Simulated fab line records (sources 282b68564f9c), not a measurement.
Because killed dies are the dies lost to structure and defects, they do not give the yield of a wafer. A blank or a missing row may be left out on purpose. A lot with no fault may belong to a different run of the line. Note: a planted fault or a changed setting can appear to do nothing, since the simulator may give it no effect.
One fault seen from 2 desks || flow rit cmos || every desk sees just its own numbers, and what lay behind them comes last

## AT THE METROLOGY DESK
What the gauges read, lot by lot, whatever tool the lot ran on: means of the sampled wafers that have a number. Marked OUT: a lot whose mean sits more than 4 standard deviations from the usual mean, which makes it out of limits; the brackets give that distance.
Columns: A = FOX2_OXIDE_THK at RIT_FOX2_THK_MEAS_01, usual 359 nm; B = FIELD_OXIDE_LEFT_1_THK at RIT_FOX2_THK_MEAS_90, usual 332 nm; C = FIELD_OXIDE_LEFT_2_THK at RIT_FOX2_THK_MEAS_91, usual 263 nm; D = NLDD_TW at RIT_NLDD_TW_MEAS_10, usual 2501; E = SPACER_NITRIDE_THK at RIT_SPACER_THK_MEAS_04, usual 256.6 nm
{"lot": "L737", "first seen here": "day 1 19:11", "A": 362, "B": 335, "C": 268, "D": 2489, "E": 254.2}
{"lot": "L738", "first seen here": "day 2 00:08", "A": 362, "B": 335, "C": 265, "D": 2494, "E": 260.6}
{"lot": "L739", "first seen here": "day 2 05:30", "A": 353, "B": 326, "C": 257, "D": 2506, "E": 252.8}
{"lot": "L740", "first seen here": "day 2 10:38", "A": 351, "B": 324, "C": 255, "D": 2514, "E": 256.7}
{"lot": "L741", "first seen here": "day 2 16:25", "A": 358, "B": 331, "C": 263, "D": 2523, "E": 257.8}
{"lot": "L742", "first seen here": "day 2 20:40", "A": 371, "B": 344, "C": 276, "D": 2509, "E": 258.4}
{"lot": "L744", "first seen here": "day 3 06:21", "A": 343, "B": 316, "C": 247, "D": 2504, "E": 255.5}
{"lot": "L747", "first seen here": "day 3 20:22", "A": 356, "B": 329, "C": 262, "D": 2508, "E": 259.2}
{"lot": "L753", "first seen here": "day 5 02:22", "A": "292 (-8.1) OUT", "B": "265 (-8.1) OUT", "C": "198 (-7.8) OUT", "D": 2512, "E": 255.6}
{"lot": "L755", "first seen here": "day 5 12:54", "A": "290 (-8.4) OUT", "B": "262 (-8.4) OUT", "C": "194 (-8.3) OUT", "D": 2482, "E": 254.8}
{"lot": "L757", "first seen here": "day 5 22:27", "A": 368, "B": 340, "C": 273, "D": 2506, "E": 254.6}
{"lot": "L758", "first seen here": "day 6 04:08", "A": 366, "B": 339, "C": 270, "D": 2497, "E": 255.0}
{"lot": "L759", "first seen here": "day 6 08:19", "A": 366, "B": 338, "C": 269, "D": 2509, "E": 255.0}
{"lot": "L760", "first seen here": "day 6 13:35", "A": 350, "B": 322, "C": 254, "D": 2490, "E": 255.6}
Finding of this desk: L753, L755 out of limits, first seen on L753 at day 5 02:22 (FOX2_OXIDE_THK at RIT_FOX2_THK_MEAS_01). In limits: L737, L738, L739, L740, L741, L742, L744, L747, L757, L758, L759, L760.

## FOR THE TOOL OWNER'S DESK: furnace-04
The tool's own readings at RIT_FOX2_OXIDATION_00 (target thk 350.7 nm, ox time 1181 s): means of the sampled wafers that have a number, for each lot that ran on this tool. Marked OUT: a lot whose mean sits more than 4 standard deviations from the usual mean, which makes it out of limits; the brackets give that distance.
Columns: A = spike tc centre C at RIT_FOX2_OXIDATION_00, usual 1103.5 C; B = spike tc load C at RIT_FOX2_OXIDATION_00, usual 1123.9 C; C = spike tc source C at RIT_FOX2_OXIDATION_00, usual 1123.5 C; D = tube center temp C at RIT_FOX2_OXIDATION_00, usual 1100 C; E = tube_center_temp_C_max at RIT_FOX2_OXIDATION_00, usual 1102.8
{"lot": "L747", "first seen here": "day 3 19:03", "A": 1104.4, "B": 1122.8, "C": 1120.3, "D": 1100, "E": 1102.8}
{"lot": "L753", "first seen here": "day 5 01:02", "A": "1063.9 (-25) OUT", "B": "1082.3 (-20) OUT", "C": "1080.3 (-23) OUT", "D": "1060 (-99 or more) OUT", "E": "1063.2 (-84) OUT"}
{"lot": "L755", "first seen here": "day 5 11:34", "A": "1063.7 (-25) OUT", "B": "1082.3 (-20) OUT", "C": "1080.4 (-23) OUT", "D": "1060 (-99 or more) OUT", "E": "1062.6 (-86) OUT"}
This desk's verdict: out of limits on L753, L755, starting with L753 at day 5 01:02 (spike tc centre C at RIT_FOX2_OXIDATION_00). In limits: L747.

## ALL TOGETHER
The tool owner's desk could have raised an alarm at day 5 01:02, on L753, L755.
At day 5 02:22 the metrology desk could have sounded an alarm, on L753, L755.
All the named lots went through RIT_FOX2_OXIDATION_00 on furnace-04.

## WHAT WAS PUT IN BY THE SIMULATOR
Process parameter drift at RIT_FOX2_OXIDATION_00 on furnace-04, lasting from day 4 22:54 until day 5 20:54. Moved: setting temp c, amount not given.
Lots struck among those shown: L753, L755.
Delay (hours) between the fault's onset and each desk's first out-of-limits reading: 2 at the tool owner's desk, 3 at the metrology desk.
